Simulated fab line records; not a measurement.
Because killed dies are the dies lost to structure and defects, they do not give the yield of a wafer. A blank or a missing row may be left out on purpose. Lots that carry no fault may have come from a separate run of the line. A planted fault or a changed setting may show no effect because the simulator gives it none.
Split-lot trial :: flow berkeleyCmos170 :: on a route of 331 steps: 5 lots, 23 wafers read

== THE SPLIT ==
At UCB170_M3_EXPOSE_12 (exposes mask METAL3, target cd 700 nm), the setting doseMj was moved away from the recipe's 26 on 5 of the 23 wafers read, by -7.4% to -6.9%. All remaining wafers had this setting at the recipe value.

== FROM THE SPLIT TO THE READING: what the file shows between them, 6 steps ==
- UCB170_M3_PEB_13
- UCB170_M3_DEVELOP_14: develop time 42.86 s
- UCB170_M3_CD_MEAS_15: target cd 700 nm
- UCB170_M3_ETCH_17: etches BARC in N2/H2
- UCB170_M3_METAL_ETCH_18: etches Al in Cl2/BCl3, stops on SiO2, target depth 1170 nm, time 195 s
- UCB170_M3_STRIP_19: strips in O2

== THE READING ==
At UCB170_M3_CD_MEAS_90: cdNm in nanometres, against a target cd of 700 nm. Typical for fault-free wafers on this fab line: 698 nm, with standard deviation 3.1 nm.

wafer: L075.1
tool, chamber at the split: krfScanner-02, 0
doseMj as run: 26
against the recipe: recipe
cdNm, nm: 693
against lot-mates on the recipe: -

wafer: L075.5
tool, chamber at the split: krfScanner-02, 0
doseMj as run: 26
against the recipe: recipe
cdNm, nm: 697
against lot-mates on the recipe: -

wafer: L075.6
tool, chamber at the split: krfScanner-02, 0
doseMj as run: 26
against the recipe: recipe
cdNm, nm: 693
against lot-mates on the recipe: -

wafer: L078.1
tool, chamber at the split: krfScanner-01, 0
doseMj as run: 26
against the recipe: recipe
cdNm, nm: 693
against lot-mates on the recipe: -

wafer: L078.3
tool, chamber at the split: krfScanner-01, 0
doseMj as run: 26
against the recipe: recipe
cdNm, nm: 699
against lot-mates on the recipe: -

wafer: L078.4
tool, chamber at the split: krfScanner-01, 0
doseMj as run: 26
against the recipe: recipe
cdNm, nm: 698
against lot-mates on the recipe: -

wafer: L078.5
tool, chamber at the split: krfScanner-01, 0
doseMj as run: 26
against the recipe: recipe
cdNm, nm: 696
against lot-mates on the recipe: -

wafer: L078.6
tool, chamber at the split: krfScanner-01, 0
doseMj as run: 26
against the recipe: recipe
cdNm, nm: 696
against lot-mates on the recipe: -

wafer: L080.2
tool, chamber at the split: krfScanner-02, 0
doseMj as run: 24.21
against the recipe: -6.9%
cdNm, nm: 713
against lot-mates on the recipe: +14

wafer: L080.3
tool, chamber at the split: krfScanner-02, 0
doseMj as run: 26
against the recipe: recipe
cdNm, nm: 700
against lot-mates on the recipe: -

wafer: L080.4
tool, chamber at the split: krfScanner-02, 0
doseMj as run: 24.21
against the recipe: -6.9%
cdNm, nm: 712
against lot-mates on the recipe: +13

wafer: L080.5
tool, chamber at the split: krfScanner-02, 0
doseMj as run: 26
against the recipe: recipe
cdNm, nm: 702
against lot-mates on the recipe: -

wafer: L080.6
tool, chamber at the split: krfScanner-02, 0
doseMj as run: 26
against the recipe: recipe
cdNm, nm: 696
against lot-mates on the recipe: -

wafer: L083.1
tool, chamber at the split: krfScanner-02, 0
doseMj as run: 24.08
against the recipe: -7.4%
cdNm, nm: 710
against lot-mates on the recipe: +12

wafer: L083.2
tool, chamber at the split: krfScanner-02, 0
doseMj as run: 24.08
against the recipe: -7.4%
cdNm, nm: 718
against lot-mates on the recipe: +20

wafer: L083.4
tool, chamber at the split: krfScanner-02, 0
doseMj as run: 26
against the recipe: recipe
cdNm, nm: 697
against lot-mates on the recipe: -

wafer: L083.5
tool, chamber at the split: krfScanner-02, 0
doseMj as run: 26
against the recipe: recipe
cdNm, nm: 699
against lot-mates on the recipe: -

wafer: L083.6
tool, chamber at the split: krfScanner-02, 0
doseMj as run: 24.08
against the recipe: -7.4%
cdNm, nm: 715
against lot-mates on the recipe: +17

wafer: L082.1
tool, chamber at the split: krfScanner-02, 0
doseMj as run: 26
against the recipe: recipe
cdNm, nm: 693
against lot-mates on the recipe: -

wafer: L082.2
tool, chamber at the split: krfScanner-02, 0
doseMj as run: 26
against the recipe: recipe
cdNm, nm: 701
against lot-mates on the recipe: -

wafer: L082.3
tool, chamber at the split: krfScanner-02, 0
doseMj as run: 26
against the recipe: recipe
cdNm, nm: 697
against lot-mates on the recipe: -

wafer: L082.5
tool, chamber at the split: krfScanner-02, 0
doseMj as run: 26
against the recipe: recipe
cdNm, nm: 694
against lot-mates on the recipe: -

wafer: L082.6
tool, chamber at the split: krfScanner-02, 0
doseMj as run: 26
against the recipe: recipe
cdNm, nm: 700
against lot-mates on the recipe: -

THE FIT
A straight line over all 23 wafers: cdNm changes by -2.33 nm for each +1% of doseMj; r = -0.93; the points scatter about the line by 2.9 nm.
The same after taking each lot's own level away (the mean of its wafers on the recipe; 23 wafers): -2.1 nm for each +1%; r = -0.93; scatter 2.6 nm.
The reading moves by 16 nm for the largest change in doseMj, on that fit.
The span of the lots' own levels, 694.3 to 699.3 nm, comes to 1.6 times the standard deviation stated above.
So the slope is not independent of the lot-to-lot level: the two fits are not the same.
Check: +16.5 nm against its lot-mates is what the line predicts for one of the wafers moved furthest among these (-7.4%) when that wafer is left out of the fit. It came out at +12 nm against them.

== THE WHOLE CHAIN: every reading that the file lists as answering this split, in the file's order ==
step: UCB170_M3_DEVELOP_14
what it does: develop time 42.86 s
reading: M3.cdNm (the simulator's own value, which no gauge read)
change (the file's fit): -1.83 nm for each +1% of the setting
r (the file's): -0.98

step: UCB170_M3_CD_MEAS_15
what it does: target cd 700 nm
reading: cdNm
change (the file's fit): -1.81 nm for each +1% of the setting
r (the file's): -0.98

step: UCB170_M3_METAL_ETCH_18
what it does: etches Al in Cl2/BCl3, stops on SiO2, target depth 1170 nm, time 195 s
reading: M3.cdNm (the simulator's own value, which no gauge read)
change (the file's fit): -2.06 nm for each +1% of the setting
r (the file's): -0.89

step: UCB170_M3_CD_MEAS_90
what it does: target cd 700 nm
reading: cdNm
change (the file's fit): -2.06 nm for each +1% of the setting
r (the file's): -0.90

== FILE'S OWN FIT ==
cdNm changes by -2.06 nm for each +1% of doseMj, r = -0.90.
